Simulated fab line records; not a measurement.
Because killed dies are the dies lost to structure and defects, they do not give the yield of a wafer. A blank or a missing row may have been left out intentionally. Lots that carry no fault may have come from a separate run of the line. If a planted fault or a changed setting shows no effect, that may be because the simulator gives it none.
What tool caused it? || flow rit cmos || 15 lots with 45 wafers sampled at 5 steps, on a route of 202 steps

WHAT THE GAUGES READ, wafer by wafer
RIT_GATE_CD_MEAS_90 targets a cd of 150 nm.
{"lot": "L278", "measured": "day 2 16:11", "on": "cd sem-02", "cd nm (nm)": "151.8 150.6 149.4"}
{"lot": "L279", "measured": "day 2 18:49", "on": "cd sem-02", "cd nm (nm)": "150.6 149.1 151.6"}
{"lot": "L281", "measured": "day 3 08:14", "on": "cd sem-02", "cd nm (nm)": "152.5 152.1 153.6"}
{"lot": "L282", "measured": "day 3 11:25", "on": "cd sem-02", "cd nm (nm)": "151.2 152.2 151.0"}
{"lot": "L283", "measured": "day 3 20:50", "on": "cd sem-02", "cd nm (nm)": "150.5 150.6 153.2"}
{"lot": "L284", "measured": "day 4 00:18", "on": "cd sem-02", "cd nm (nm)": "151.1 153.0 151.4"}
{"lot": "L285", "measured": "day 4 01:41", "on": "cd sem-02", "cd nm (nm)": "149.5 149.8 152.1"}
{"lot": "L286", "measured": "day 4 09:00", "on": "cd sem-01", "cd nm (nm)": "147.0 149.0 146.6"}
{"lot": "L287", "measured": "day 4 16:10", "on": "cd sem-01", "cd nm (nm)": "149.7 150.7 150.4"}
{"lot": "L289", "measured": "day 4 22:01", "on": "cd sem-01", "cd nm (nm)": "149.4 150.8 152.5"}
{"lot": "L293", "measured": "day 6 00:38", "on": "cd sem-02", "cd nm (nm)": "149.3 147.0 150.9"}
{"lot": "L294", "measured": "day 6 04:20", "on": "cd sem-01", "cd nm (nm)": "147.3 146.7 148.7"}
{"lot": "L295", "measured": "day 6 09:20", "on": "cd sem-01", "cd nm (nm)": "147.8 145.1 145.5"}
{"lot": "L300", "measured": "day 7 09:26", "on": "cd sem-02", "cd nm (nm)": "147.7 151.0 145.8"}
{"lot": "L301", "measured": "day 7 12:49", "on": "cd sem-02", "cd nm (nm)": "150.7 151.4 150.5"}

RIT_CONTACT_CD_MEAS_08 targets a cd of 1000 nm.
{"lot": "L278", "measured": "day 3 06:35", "on": "cd sem-02", "cd nm (nm)": "1000.1 999.9 998.9"}
{"lot": "L279", "measured": "day 3 09:15", "on": "cd sem-01", "cd nm (nm)": "1000.1 999.8 999.2"}
{"lot": "L281", "measured": "day 3 23:23", "on": "cd sem-01", "cd nm (nm)": "1000.2 999.3 997.6"}
{"lot": "L282", "measured": "day 4 02:23", "on": "cd sem-02", "cd nm (nm)": "998.0 997.6 999.4"}
{"lot": "L283", "measured": "day 4 11:52", "on": "cd sem-02", "cd nm (nm)": "1001.6 1003.1 1003.7"}
{"lot": "L284", "measured": "day 4 14:46", "on": "cd sem-01", "cd nm (nm)": "994.2 996.0 997.7"}
{"lot": "L285", "measured": "day 4 17:29", "on": "cd sem-02", "cd nm (nm)": "998.7 1000.1 1000.5"}
{"lot": "L286", "measured": "day 5 00:43", "on": "cd sem-02", "cd nm (nm)": "1004.9 1002.6 1002.8"}
{"lot": "L287", "measured": "day 5 06:52", "on": "cd sem-02", "cd nm (nm)": "997.9 998.2 999.3"}
{"lot": "L289", "measured": "day 5 14:04", "on": "cd sem-02", "cd nm (nm)": "1002.4 1003.3 1001.5"}
{"lot": "L293", "measured": "day 6 14:46", "on": "cd sem-02", "cd nm (nm)": "978.8 979.2 978.5"}
{"lot": "L294", "measured": "day 6 18:55", "on": "cd sem-02", "cd nm (nm)": "980.4 981.9 979.9"}
{"lot": "L295", "measured": "day 6 23:40", "on": "cd sem-02", "cd nm (nm)": "981.0 982.8 983.0"}
{"lot": "L300", "measured": "day 8 00:38", "on": "cd sem-02", "cd nm (nm)": "1001.5 1000.1 1000.1"}
{"lot": "L301", "measured": "day 8 04:20", "on": "cd sem-02", "cd nm (nm)": "999.9 998.7 1000.5"}

TOOL THAT RAN EACH LOT (tool first, then ch and the chambers of the sampled wafers, then the start)
{"lot": "L278", "RIT_NLDD_STRIP_09": "plasma asher-02 ch 1, day 2 20:38", "RIT_PSD_STRIP_09": "plasma asher-03 ch 0,1, day 3 03:46", "RIT_CONTACT_DEVELOP_07": "litho track-03 ch 0, day 3 06:00"}
{"lot": "L279", "RIT_NLDD_STRIP_09": "plasma asher-01 ch 0,1, day 2 23:22", "RIT_PSD_STRIP_09": "plasma asher-01 ch 0,1, day 3 06:25", "RIT_CONTACT_DEVELOP_07": "litho track-04 ch 0, day 3 09:00"}
{"lot": "L281", "RIT_NLDD_STRIP_09": "plasma asher-01 ch 0,1, day 3 13:37", "RIT_PSD_STRIP_09": "plasma asher-04 ch 0,1, day 3 20:31", "RIT_CONTACT_DEVELOP_07": "litho track-04 ch 0, day 3 23:00"}
{"lot": "L282", "RIT_NLDD_STRIP_09": "plasma asher-04 ch 0,1, day 3 16:07", "RIT_PSD_STRIP_09": "plasma asher-01 ch 0,1, day 3 23:16", "RIT_CONTACT_DEVELOP_07": "litho track-03 ch 0, day 4 02:00"}
{"lot": "L283", "RIT_NLDD_STRIP_09": "plasma asher-02 ch 0,1, day 4 01:44", "RIT_PSD_STRIP_09": "plasma asher-04 ch 0,1, day 4 08:58", "RIT_CONTACT_DEVELOP_07": "litho track-02 ch 0, day 4 11:00"}
{"lot": "L284", "RIT_NLDD_STRIP_09": "plasma asher-02 ch 0,1, day 4 04:37", "RIT_PSD_STRIP_09": "plasma asher-04 ch 0,1, day 4 11:38", "RIT_CONTACT_DEVELOP_07": "litho track-04 ch 0, day 4 14:00"}
{"lot": "L285", "RIT_NLDD_STRIP_09": "plasma asher-02 ch 0,1, day 4 07:02", "RIT_PSD_STRIP_09": "plasma asher-03 ch 0, day 4 14:38", "RIT_CONTACT_DEVELOP_07": "litho track-02 ch 0, day 4 17:00"}
{"lot": "L286", "RIT_NLDD_STRIP_09": "plasma asher-04 ch 0,1, day 4 14:50", "RIT_PSD_STRIP_09": "plasma asher-01 ch 0,1, day 4 22:00", "RIT_CONTACT_DEVELOP_07": "litho track-03 ch 0, day 5 00:00"}
{"lot": "L287", "RIT_NLDD_STRIP_09": "plasma asher-02 ch 0,1, day 4 20:53", "RIT_PSD_STRIP_09": "plasma asher-01 ch 0,1, day 5 03:59", "RIT_CONTACT_DEVELOP_07": "litho track-04 ch 0, day 5 06:00"}
{"lot": "L289", "RIT_NLDD_STRIP_09": "plasma asher-04 ch 0,1, day 5 03:43", "RIT_PSD_STRIP_09": "plasma asher-01 ch 0,1, day 5 11:16", "RIT_CONTACT_DEVELOP_07": "litho track-03 ch 0, day 5 13:00"}
{"lot": "L293", "RIT_NLDD_STRIP_09": "plasma asher-01 ch 0,1, day 6 05:04", "RIT_PSD_STRIP_09": "plasma asher-01 ch 0,1, day 6 11:52", "RIT_CONTACT_DEVELOP_07": "litho track-03 ch 0, day 6 14:00"}
{"lot": "L294", "RIT_NLDD_STRIP_09": "plasma asher-02 ch 0,1, day 6 08:53", "RIT_PSD_STRIP_09": "plasma asher-04 ch 0,1, day 6 16:01", "RIT_CONTACT_DEVELOP_07": "litho track-03 ch 0, day 6 18:00"}
{"lot": "L295", "RIT_NLDD_STRIP_09": "plasma asher-02 ch 0,1, day 6 13:37", "RIT_PSD_STRIP_09": "plasma asher-03 ch 0,1, day 6 20:53", "RIT_CONTACT_DEVELOP_07": "litho track-03 ch 0, day 6 23:00"}
{"lot": "L300", "RIT_NLDD_STRIP_09": "plasma asher-04 ch 0,1, day 7 13:52", "RIT_PSD_STRIP_09": "plasma asher-04 ch 0,1, day 7 21:44", "RIT_CONTACT_DEVELOP_07": "litho track-04 ch 0, day 8 00:00"}
{"lot": "L301", "RIT_NLDD_STRIP_09": "plasma asher-02 ch 0,1, day 7 17:46", "RIT_PSD_STRIP_09": "plasma asher-04 ch 0,1, day 8 01:28", "RIT_CONTACT_DEVELOP_07": "litho track-04 ch 0, day 8 04:00"}
- RIT_NLDD_STRIP_09: strips in O2, time 180 s.
- RIT_PSD_STRIP_09: strips in O2, time 180 s.
- RIT_CONTACT_DEVELOP_07: develop time 120 s.

AS READ BY THE TOOLS THEMSELVES (means over the sampled wafers that have a number; for cases with no such wafer, the mark the record gives instead)
RIT_NLDD_STRIP_09.
{"lot": "L278", "tool": "plasma asher-02", "drypump motor current A (A)": 6.6}
{"lot": "L279", "tool": "plasma asher-01", "drypump motor current A (A)": 5.7}
{"lot": "L281", "tool": "plasma asher-01", "drypump motor current A (A)": 5.7}
{"lot": "L282", "tool": "plasma asher-04", "drypump motor current A (A)": 5.5}
{"lot": "L283", "tool": "plasma asher-02", "drypump motor current A (A)": 5.9}
{"lot": "L284", "tool": "plasma asher-02", "drypump motor current A (A)": 5.9}
{"lot": "L285", "tool": "plasma asher-02", "drypump motor current A (A)": 5.9}
{"lot": "L286", "tool": "plasma asher-04", "drypump motor current A (A)": 5.6}
{"lot": "L287", "tool": "plasma asher-02", "drypump motor current A (A)": 6.3}
{"lot": "L289", "tool": "plasma asher-04", "drypump motor current A (A)": 5.4}
{"lot": "L293", "tool": "plasma asher-01", "drypump motor current A (A)": 5.7}
{"lot": "L294", "tool": "plasma asher-02", "drypump motor current A (A)": 6.3}
{"lot": "L295", "tool": "plasma asher-02", "drypump motor current A (A)": 6.3}
{"lot": "L300", "tool": "plasma asher-04", "drypump motor current A (A)": 5.5}
{"lot": "L301", "tool": "plasma asher-02", "drypump motor current A (A)": 6.2}

RIT_PSD_STRIP_09.
{"lot": "L278", "tool": "plasma asher-03", "drypump motor current A (A)": 5.75}
{"lot": "L279", "tool": "plasma asher-01", "drypump motor current A (A)": 5.68}
{"lot": "L281", "tool": "plasma asher-04", "drypump motor current A (A)": 5.53}
{"lot": "L282", "tool": "plasma asher-01", "drypump motor current A (A)": 5.69}
{"lot": "L283", "tool": "plasma asher-04", "drypump motor current A (A)": 5.40}
{"lot": "L284", "tool": "plasma asher-04", "drypump motor current A (A)": 5.42}
{"lot": "L285", "tool": "plasma asher-03", "drypump motor current A (A)": 5.90}
{"lot": "L286", "tool": "plasma asher-01", "drypump motor current A (A)": 5.70}
{"lot": "L287", "tool": "plasma asher-01", "drypump motor current A (A)": 5.68}
{"lot": "L289", "tool": "plasma asher-01", "drypump motor current A (A)": 5.69}
{"lot": "L293", "tool": "plasma asher-01", "drypump motor current A (A)": 5.68}
{"lot": "L294", "tool": "plasma asher-04", "drypump motor current A (A)": 5.40}
{"lot": "L295", "tool": "plasma asher-03", "drypump motor current A (A)": 5.82}
{"lot": "L300", "tool": "plasma asher-04", "drypump motor current A (A)": 5.52}
{"lot": "L301", "tool": "plasma asher-04", "drypump motor current A (A)": 5.54}

THE ANSWER, worked out from the rows above alone
Rule: the lots themselves supply what counts as usual. The widest of any qualifying gaps counts: lots, ordered by their means at a reading, are off when they make up no more than a third of the lots, leave a main group of 4 or more, and stand apart from it by 3 or more times the standard deviation of that group's means. The tables above print the reading to a certain number of digits; a main group whose means all agree to those digits is not used. Also off: a lot with no number at a reading for which 4 or more lots have one. Where the step has rows for the other lots, those lots are counted as sound. The gauges are gone through in route order, then the tools' own readings, and for those a lot's mean is taken as printed above. The first step at which some lot is off is used, and at that step the reading that is off furthest; a lot without a number counts as furthest.
Off at RIT_CONTACT_CD_MEAS_08 (cd nm): L293, L294, L295. The main group has a mean of 1000.0 nm with a standard deviation of 2.
If a tool, at a process step before that reading, ran all the lots that are off and no sound lot after the first of them, it fits. The gauges at RIT_CONTACT_CD_MEAS_08 are tried like those tools. One candidate fits, namely litho track-03 at RIT_CONTACT_DEVELOP_07. Its last sound lot is L289 (day 5 13:00), its first lot that is off L293 (day 6 14:00): a fault that began between those two fits.

WHAT WAS PUT IN BY THE SIMULATOR
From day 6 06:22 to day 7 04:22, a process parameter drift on litho track-03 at RIT_CONTACT_DEVELOP_07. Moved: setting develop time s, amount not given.
Struck lots among those shown: L293, L294, L295. Same finding as the rule above.
